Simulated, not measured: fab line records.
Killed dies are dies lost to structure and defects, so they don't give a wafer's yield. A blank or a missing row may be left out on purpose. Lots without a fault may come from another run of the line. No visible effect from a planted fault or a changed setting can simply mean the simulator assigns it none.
Problem report in the 8D (eight disciplines) form, filled by code || flow rit_cmos || the parts of the form that need people (team, actions taken, sign-off) are left out

## 1. THE ISSUE
Wafers free of any fault read 2135 (standard deviation 17) for NWELL_TW at RIT_NWELL_TW_MEAS_10, against a mean of 1846 on 6 wafers of 2 lots. Relative to the usual mean, that is a shift of -17 standard deviations.
Earliest sighting: wafer L475.1 on film_metro-01 at day 4 15:04. Wafers with a number at this step in the record: 42, from 14 lots. The rule behind "out" and "out of limits": a value lying over 4 standard deviations away from the usual mean. The rest of the wafers with a number are treated as sound.

## 2. WHAT IT IS, WHAT IT ISN'T
{"question": "which readings at this step", "is": "NWELL_TW", "is not": "-"}
{"question": "which lots", "is": "L475, L478", "is not": "L463, L464, L465, L466, L468, L469, L472, L473, L474, L477, L484, L485"}
{"question": "which wafers of those lots", "is": "all that have a number", "is not": "-"}
{"question": "read on which gauges", "is": "film_metro-01, film_metro-03", "is not": "film_metro-04"}
{"question": "when", "is": "from day 4 15:04", "is not": "up to then (27 sound wafers); but 9 sound wafers of L477, L484, L485 came after"}

## 3. WHAT RULES OUT EACH SUSPECT
Counting: a tool stays on the suspect list if, at a process step up to the reading, it processed all lots that are out and no sound lot following the first of them.
- the gauge at RIT_NWELL_TW_MEAS_10: ruled out. 2 gauges (film_metro-01, film_metro-03) read the wafers that are out.
- implanter-03 at RIT_NWELL_IMPLANT_08: kept. It processed each lot that is out, first L475 at day 4 14:44, and no sound lot thereafter; up to then, the last sound lot it processed was L472 at day 3 22:55. On those wafers its own readings are out: dose_ions_cm2, faraday_current_uA.
The count leaves implanter-03 at RIT_NWELL_IMPLANT_08.

## 4. THE CAUSE (what the simulator had put in)
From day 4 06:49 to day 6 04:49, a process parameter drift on implanter-03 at RIT_NWELL_IMPLANT_08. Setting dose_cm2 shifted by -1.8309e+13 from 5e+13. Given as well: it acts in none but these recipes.
Only this tool survived the counting.

## 5. SEQUENCE OF EFFECTS, ordered by route
One row per reading whose mean, taken over the struck wafers that have a number, lies over 3 standard deviations from the usual. Readings are gone through only where the record gives a usual standard deviation; hours: the median, over the lots, of the time from a lot's start at the first step in this table giving one to that lot's start at this step; sigmas: the change measured in usual standard deviations.
{"hours": 0, "step": "RIT_NWELL_IMPLANT_08", "reading": "dose_ions_cm2", "usual": 5e+13, "on struck wafers": 3e+13, "change": -2e+13, "sigmas": "-99 or more"}
{"hours": 0, "step": "RIT_NWELL_IMPLANT_08", "reading": "faraday_current_uA", "usual": 159, "on struck wafers": 101, "change": -58, "sigmas": -18}
{"hours": 0, "step": "RIT_NWELL_TW_MEAS_10", "reading": "NWELL_TW", "usual": 2135, "on struck wafers": 1846, "change": -289, "sigmas": -17}
{"hours": 7, "step": "RIT_WELLDRIVE_RS_MEAS_01", "reading": "NWELL_RS", "usual": "275.2 ohm/sq", "on struck wafers": 366.0, "change": "+90.8", "sigmas": "+99 or more"}
The process steps in it:
- RIT_NWELL_IMPLANT_08
At these later measuring or inspecting steps, every struck wafer for which the step has a row has a number for every such reading, and none has moved that far: RIT_NRETRO_TW_MEAS_10.

## 6. WHAT WOULD HAVE CAUGHT IT SOONER
8 hours passed between the start of the fault at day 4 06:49 and the first reading out of limits at a measuring or inspecting step in this record, taken at day 4 15:04.
At RIT_NWELL_IMPLANT_08, the tool's own readings (dose_ions_cm2, faraday_current_uA) were out on each struck wafer the step has a row for, so an alarm limit on them would have fired on the first such wafer.
Lots out: 2; of these, L478 started RIT_NWELL_IMPLANT_08 on implanter-03 after day 4 15:04. A tool hold placed at that time would have kept it from harm.
